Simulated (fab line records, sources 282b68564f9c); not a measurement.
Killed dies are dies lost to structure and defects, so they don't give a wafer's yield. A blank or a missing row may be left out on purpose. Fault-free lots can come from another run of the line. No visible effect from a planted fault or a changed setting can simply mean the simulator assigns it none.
fab line records | flow rit_cmos
record: lots: 15 wafers: 45 last_day: 8
route steps=202 shown ACTIVE@14 M1@202
lots untouched by any fault: they come from a run of this same line in which no faults occurred
start_h: hours from the record's first day to the start of the lot's first wafer shown | wait_h: hours since the lot's step before | " the same as in the row above | L1.1+2: a single row standing in for several wafers | - no value, or no start given | * or withheld: withheld | < > ~ a bound
route shown NAME@n: a module of which the file shows steps, and the number in the route of the first | usual: mean/standard deviation of fault-free wafers | same: alike in all rows | chamber/n: place in a boat | sites: readings site by site | _std_site: their standard deviation | _edge_site: inner sites' mean taken away from outer sites' mean | radius_mm: how far each site lies from the wafer's centre | mask NAME#n: copy n | behind: tool/chamber where the wafer was last shaped | hold: why the lot was held/for how many hours/how that ended | device: the n, p or np transistor that did not switch | end of line: at the end of the route, the tests of the same wafers | a step without rows: its recipe alone | killed: count of dies lost to structure and defects at first sort (not the wafer's yield) | map: the dies of a wafer, with x for killed, . for not killed, _ for no die there
set.NAME: setting as actually run; set.NAME@STEP: the setting as run at that earlier step | model.NAME: the simulator's own value behind a step, which no gauge read
the route's steps for a sample of lots (tables are steps, rows are wafers)
services: the hour from which a tool's chamber was out of use, counted from the record's first day as start_h (under 0 if before that day), plus the number of hours and why
== steps ==
step: RIT_ACTIVE_ETCH_13
recipe: stop_on: SiO2 chemistry: SF6 target: Si3N4 time_s: 210 over_etch_frac: 0.4 SF6_flow_sccm: 200 pressure_mtorr: 260 rf_w: 125 target_depth_a: 2100
usual: drypump_motor_current_A: 5.7/0.34 oes_product_au: 0.827/0.011 rf_fwd_power_W: 124.6/0.36 throttle_valve_pct: 7.53/0.19
columns lot.wafer tool chamber start_h wait_h drypump_motor_current_A oes_product_au rf_fwd_power_W rf_hours_counter_h throttle_valve_pct
L927.1 rie_diel-04 1 15.35 0.1 6.0 0.839 124.7 42 7.79
L927.4 " 3 " " 5.3 0.830 124.1 41 7.30
L927.6 " 0 " " 5.8 0.831 124.5 - 7.78
L928.2 rie_diel-04 3 23.63 0.1 5.3 0.817 124.3 42 7.32
L928.3 " 2 " " 6.0 0.830 124.5 90 7.30
L928.4 " 0 " " 5.8 0.832 124.3 47 7.81
L930.2 rie_diel-01 3 30.88 0.1 5.4 0.815 124.5 7 7.54
L930.4 " 1 " " 5.5 0.825 124.4 43 7.70
L930.6 " 2 " " 5.8 0.822 124.2 - 7.57
L931.3 rie_diel-04 1 36.11 0.1 6.0 0.833 124.9 42 7.78
L931.4 " 3 " " 5.3 0.820 124.2 42 7.31
L931.5 " 1 " " 6.0 0.836 124.9 - 7.79
L933.1 rie_diel-04 1 45.58 0.1 6.0 0.839 124.8 42 7.78
L933.4 " 2 " " 6.1 0.824 124.2 91 7.28
L933.5 " 2 " " 6.1 0.824 124.9 - 7.28
L937.2 rie_diel-04 2 66.72 0.1 6.0 0.816 124.3 91 7.27
L937.3 " 1 " " 6.0 0.833 124.3 43 7.81
L937.5 " 2 " " 6.0 0.819 124.7 - 7.28
L939.1 rie_diel-01 1 75.51 0.1 5.6 0.818 124.4 44 7.68
L939.2 " 2 " " 5.8 0.828 124.3 114 7.55
L939.6 " 1 " " 5.5 0.824 124.3 - 7.68
L940.1 rie_diel-03 3 80.58 0.1 5.9 0.829 124.8 119 7.53
L940.3 " 0 " " 6.0 0.819 124.4 86 7.50
L940.4 " 1 " " 5.3 0.833 124.7 44 7.21
L942.3 rie_diel-03 1 91.80 0.1 5.3 0.835 124.4 45 7.21
L942.5 " 2 " " 6.4 0.835 124.9 - 7.58
L942.6 " 1 " " 5.3 0.829 124.1 - 7.21
L944.3 rie_diel-03 3 99.87 0.1 5.9 0.823 125.0 119 7.52
L944.5 " 1 " " 5.3 0.831 124.3 - 7.23
L944.6 " 0 " " 6.0 0.824 124.7 - 7.49
L945.1 rie_diel-01 3 106.29 0.1 5.4 0.817 124.6 9 7.53
L945.2 " 2 " " 5.8 0.816 124.6 114 7.55
L945.5 " 2 " " 5.8 0.815 124.2 - 7.56
L947.2 rie_diel-01 0 117.08 0.1 5.2 0.854 124.2 5 7.39
L947.3 " 1 " " 5.5 0.820 125.4 45 7.68
L947.4 " 3 " " 5.4 0.812 124.2 9 7.54
L948.2 rie_diel-03 2 123.15 0.1 6.4 0.833 124.4 106 7.57
L948.5 " 3 " " 5.9 0.833 123.7 - 7.52
L948.6 " 2 " " 6.4 0.841 124.1 - 7.58
L949.2 rie_diel-01 0 125.81 0.1 5.2 0.848 124.2 5 7.36
L949.4 " 2 " " 5.9 0.812 124.6 115 7.56
L949.6 " 2 " " 5.8 0.818 125.2 - 7.56
L950.1 rie_diel-04 0 129.83 0.1 5.8 0.838 123.7 48 7.79
L950.4 " 3 " " 5.3 0.825 124.0 43 7.33
L950.6 " 3 " " 5.3 0.829 124.5 - 7.31
step: RIT_M1_PROBE_99
usual: killed_at_M0_to_M3: 0.0/0.23 killed_at_contacts: 0.1/0.23 killed_at_front_end: 7/3 killed_dies: 7/3 killed_on_rim: 2.0/1.2 killed_open: 3.3/2.1 killed_short: 3.7/1.9
same: gross_dies: 264 killed_at_M4_up: 0 killed_at_back_side: 0 killed_at_other: 0
columns lot.wafer tool chamber start_h wait_h hold killed_at_M0_to_M3 killed_at_contacts killed_at_front_end killed_dies killed_on_rim killed_open killed_short
L928.2 prober-01 - 70.44 0.1 - 0 0 8 8 2 5 3
L928.3 prober-01 - 70.49 0.2 - 0 0 6 6 2 4 2
L928.4 prober-01 - 70.54 0.2 - 0 0 6 6 1 3 3
L931.3 prober-02 - 86.58 0.2 await_dispo/5.2h/release 0 0 32 32 1 3 1
L931.4 prober-02 - 86.63 0.2 await_dispo/5.2h/release 0 0 21 21 8 3 1
L931.5 prober-02 - 86.68 0.2 await_dispo/5.2h/release 0 0 35 35 1 3 2
L933.1 prober-02 - 89.92 0.1 await_dispo/2.2h/release 0 0 33 33 1 2 2
L933.4 prober-02 - 90.07 0.2 await_dispo/2.2h/release 0 0 15 15 8 5 2
L933.5 prober-02 - 90.12 0.2 await_dispo/2.2h/release 0 0 12 12 9 3 1
L937.2 prober-02 - 115.38 0.1 await_dispo/1.6h/release 0 0 23 23 11 10 3
L937.3 prober-02 - 115.43 0.2 await_dispo/1.6h/release 0 0 34 34 1 3 3
L937.5 prober-02 - 115.53 0.2 await_dispo/1.6h/release 0 0 14 14 6 4 3
L939.1 prober-02 - 119.68 0.1 - 0 0 5 5 2 1 4
L939.2 prober-02 - 119.73 0.1 - 0 0 11 11 4 4 7
L939.6 prober-02 - 119.93 0.2 - 1 0 3 4 3 2 2
L940.1 prober-01 - 127.54 0.1 - 0 0 7 7 2 4 3
L940.3 prober-01 - 127.64 0.2 - 0 0 6 6 1 1 5
L940.4 prober-01 - 127.69 0.2 - 0 0 9 9 4 4 5
L942.3 prober-01 - 142.16 0.2 - 0 0 7 7 2 3 4
L942.5 prober-01 - 142.26 0.2 - 0 0 4 4 0 2 2
L942.6 prober-01 - 142.31 0.2 - 0 0 9 9 3 6 3
L944.3 prober-01 - 147.91 0.2 - 0 0 9 9 3 4 5
L944.5 prober-01 - 148.01 0.2 - 0 0 8 8 2 5 3
L944.6 prober-01 - 148.06 0.2 - 0 0 11 11 2 7 4
L945.1 prober-02 - 154.79 0.1 - 0 0 5 5 2 2 3
L945.2 prober-02 - 154.84 0.1 - 0 0 4 4 1 3 1
L945.5 prober-02 - 154.99 0.2 - 0 0 9 9 2 4 5
L948.2 prober-01 - 178.81 0.1 - 0 1 10 11 3 6 5
L948.5 prober-01 - 178.96 0.2 - 0 0 7 7 2 5 2
L948.6 prober-01 - 179.01 0.2 - 0 0 14 14 3 5 9
L950.1 prober-01 - 187.30 0.1 - 0 0 6 6 1 3 3
L950.4 prober-01 - 187.45 0.2 - 0 0 6 6 1 2 4
L950.6 prober-01 - 187.55 0.2 - 0 0 5 5 0 0 5
killed by level:class
L928.2 FOX1:geometric_particle:open=2 GATE:geometric_particle:open=1 GATE:geometric_particle:short=1 REOX:geometric_particle:open=1 SPACER:geometric_particle:open=1 SPACER:geometric_particle:short=1 SILICIDE:geometric_particle:short=1
L928.3 GATE:geometric_particle:open=2 SILICIDE:geometric_particle:short=2 FOX1:geometric_particle:open=1 SILICIDE:geometric_particle:open=1
L928.4 REOX:geometric_particle:short=3 GATE:geometric_particle:open=1 REOX:geometric_particle:open=1 SILICIDE:geometric_particle:open=1
L931.3 ACTIVE:unspecified=28 GATE:geometric_particle:open=2 FOX2:geometric_particle:open=1 GATE:geometric_particle:short=1
L931.4 ACTIVE:unspecified=17 GATE:geometric_particle:open=1 SPACER:geometric_particle:open=1 SPACER:geometric_particle:short=1 SILICIDE:geometric_particle:open=1
L931.5 ACTIVE:unspecified=30 FOX1:geometric_particle:open=1 GATE:geometric_particle:short=1 GATE:geometric_particle:open=1 SPACER:geometric_particle:short=1 SILICIDE:geometric_particle:open=1
L933.1 ACTIVE:unspecified=29 GATE:geometric_particle:open=1 GATE:geometric_particle:short=1 REOX:geometric_particle:short=1 REOX:geometric_particle:open=1
L933.4 ACTIVE:unspecified=8 GATE:geometric_particle:open=5 GATE:geometric_particle:short=1 SILICIDE:geometric_particle:short=1
L933.5 ACTIVE:unspecified=8 GATE:geometric_particle:open=1 REOX:geometric_particle:short=1 SPACER:geometric_particle:open=1 SILICIDE:geometric_particle:open=1
L937.2 ACTIVE:unspecified=10 SPACER:geometric_particle:open=4 FOX1:geometric_particle:open=2 SILICIDE:geometric_particle:open=2 FOX1:geometric_particle:short=1 FOX2:geometric_particle:open=1 GATE:geometric_particle:open=1 REOX:geometric_particle:short=1
L937.3 ACTIVE:unspecified=28 GATE:geometric_particle:open=2 GATE:geometric_particle:short=2 FOX1:geometric_particle:short=1 FOX2:geometric_particle:open=1
L937.5 ACTIVE:unspecified=7 ACTIVE:geometric_particle:open=1 FOX1:geometric_particle:open=1 FOX2:geometric_particle:short=1 GATE:geometric_particle:open=1 GATE:geometric_particle:short=1 REOX:geometric_particle:short=1 SPACER:geometric_particle:open=1
L939.1 GATE:geometric_particle:short=2 REOX:geometric_particle:open=1 REOX:geometric_particle:short=1 SILICIDE:geometric_particle:short=1
L939.2 GATE:geometric_particle:short=4 GATE:geometric_particle:open=3 REOX:geometric_particle:short=2 FOX1:geometric_particle:short=1 SPACER:geometric_particle:open=1
L939.6 GATE:geometric_particle:open=1 SPACER:geometric_particle:open=1 SPACER:geometric_particle:short=1 M1:geometric_particle:short=1
L940.1 FOX1:geometric_particle:short=1 FOX1:geometric_particle:open=1 FOX2:geometric_particle:short=1 GATE:geometric_particle:open=1 GATE:geometric_particle:short=1 SPACER:geometric_particle:open=1 SILICIDE:geometric_particle:open=1
L940.3 SPACER:geometric_particle:short=2 FOX1:geometric_particle:short=1 GATE:geometric_particle:short=1 REOX:geometric_particle:short=1 SPACER:geometric_particle:open=1
L940.4 SPACER:geometric_particle:short=3 GATE:geometric_particle:open=2 SPACER:geometric_particle:open=2 GATE:geometric_particle:short=1 REOX:geometric_particle:short=1
L942.3 GATE:geometric_particle:open=2 GATE:geometric_particle:short=2 FOX1:geometric_particle:open=1 FOX1:geometric_particle:short=1 SPACER:geometric_particle:short=1
L942.5 FOX1:geometric_particle:open=1 GATE:geometric_particle:open=1 GATE:geometric_particle:short=1 SPACER:geometric_particle:short=1
L942.6 REOX:geometric_particle:open=3 FOX1:geometric_particle:open=2 FOX1:geometric_particle:short=1 GATE:geometric_particle:short=1 SPACER:geometric_particle:open=1 SILICIDE:geometric_particle:short=1
L944.3 FOX2:geometric_particle:open=2 SILICIDE:geometric_particle:short=2 FOX1:geometric_particle:short=1 FOX1:geometric_particle:open=1 GATE:geometric_particle:short=1 SPACER:geometric_particle:open=1 SPACER:geometric_particle:short=1
L944.5 SPACER:geometric_particle:open=2 SILICIDE:geometric_particle:open=2 FOX2:geometric_particle:short=1 GATE:geometric_particle:open=1 GATE:geometric_particle:short=1 REOX:geometric_particle:short=1
L944.6 GATE:geometric_particle:open=3 SILICIDE:geometric_particle:open=2 ACTIVE:geometric_particle:short=1 FOX1:geometric_particle:open=1 GATE:geometric_particle:short=1 REOX:geometric_particle:open=1 SPACER:geometric_particle:short=1 SILICIDE:geometric_particle:short=1
L945.1 FOX1:geometric_particle:short=1 GATE:geometric_particle:short=1 GATE:geometric_particle:open=1 REOX:geometric_particle:open=1 REOX:geometric_particle:short=1
L945.2 FOX1:geometric_particle:open=1 GATE:geometric_particle:open=1 REOX:geometric_particle:open=1 REOX:geometric_particle:short=1
L945.5 FOX1:geometric_particle:short=3 GATE:geometric_particle:open=2 REOX:geometric_particle:short=1 SPACER:geometric_particle:open=1 SILICIDE:geometric_particle:short=1 SILICIDE:geometric_particle:open=1
L948.2 FOX2:geometric_particle:short=2 GATE:geometric_particle:short=2 REOX:geometric_particle:open=2 SPACER:geometric_particle:open=2 GATE:geometric_particle:open=1 SPACER:geometric_particle:short=1 CONTACT:geometric_particle:open=1
L948.5 FOX2:geometric_particle:open=2 FOX1:geometric_particle:open=1 FOX2:geometric_particle:short=1 GATE:geometric_particle:open=1 REOX:geometric_particle:short=1 SPACER:geometric_particle:open=1
L948.6 GATE:geometric_particle:short=4 FOX2:geometric_particle:short=3 GATE:geometric_particle:open=3 REOX:geometric_particle:open=2 FOX1:geometric_particle:short=1 REOX:geometric_particle:short=1
L950.1 FOX1:geometric_particle:short=2 REOX:geometric_particle:open=2 FOX1:geometric_particle:open=1 REOX:geometric_particle:short=1
L950.4 GATE:geometric_particle:short=2 FOX1:geometric_particle:short=1 REOX:geometric_particle:open=1 SPACER:geometric_particle:open=1 SILICIDE:geometric_particle:short=1
L950.6 REOX:geometric_particle:short=3 GATE:geometric_particle:short=2
== services ==
columns tool chamber start_h hours kind
rie_diel-03 0 17.97 8.0 repair
rie_diel-01 2 21.06 5.6 repair
rie_diel-04 - 29.57 4.0 repair
rie_diel-03 - 37.04 14.6 pm
rie_diel-04 - 92.32 0.2 repair
== key ==
first_sign: step: RIT_M1_PROBE_99 reading: killed_at_front_end direction: up sigmas: 5.8 usual: 7 struck: 24
effect: step: RIT_M1_PROBE_99 reading: killed_dies direction: up sigmas: 5.7 usual: 7 struck: 24
met_at RIT_ACTIVE_ETCH_13
struck_lots L931,L933,L937
tester_left_out L931,L933,L937
onset_between 23.63 36.11
fault: kind: chamber_particle_source tool: rie_diel-04 chamber: - onset_h: 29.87 steps: RIT_ACTIVE_ETCH_13 rate_per_visit_cm2: 0.82446 end_h: 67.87
tester_left_out: of these lots the tester's yield and bins aren't shown, on N5 and GAA mostly nor the transistor test; their killed dies are dies lost to structure and defects alone, not to doping, threshold or leakage, so they don't give the yield
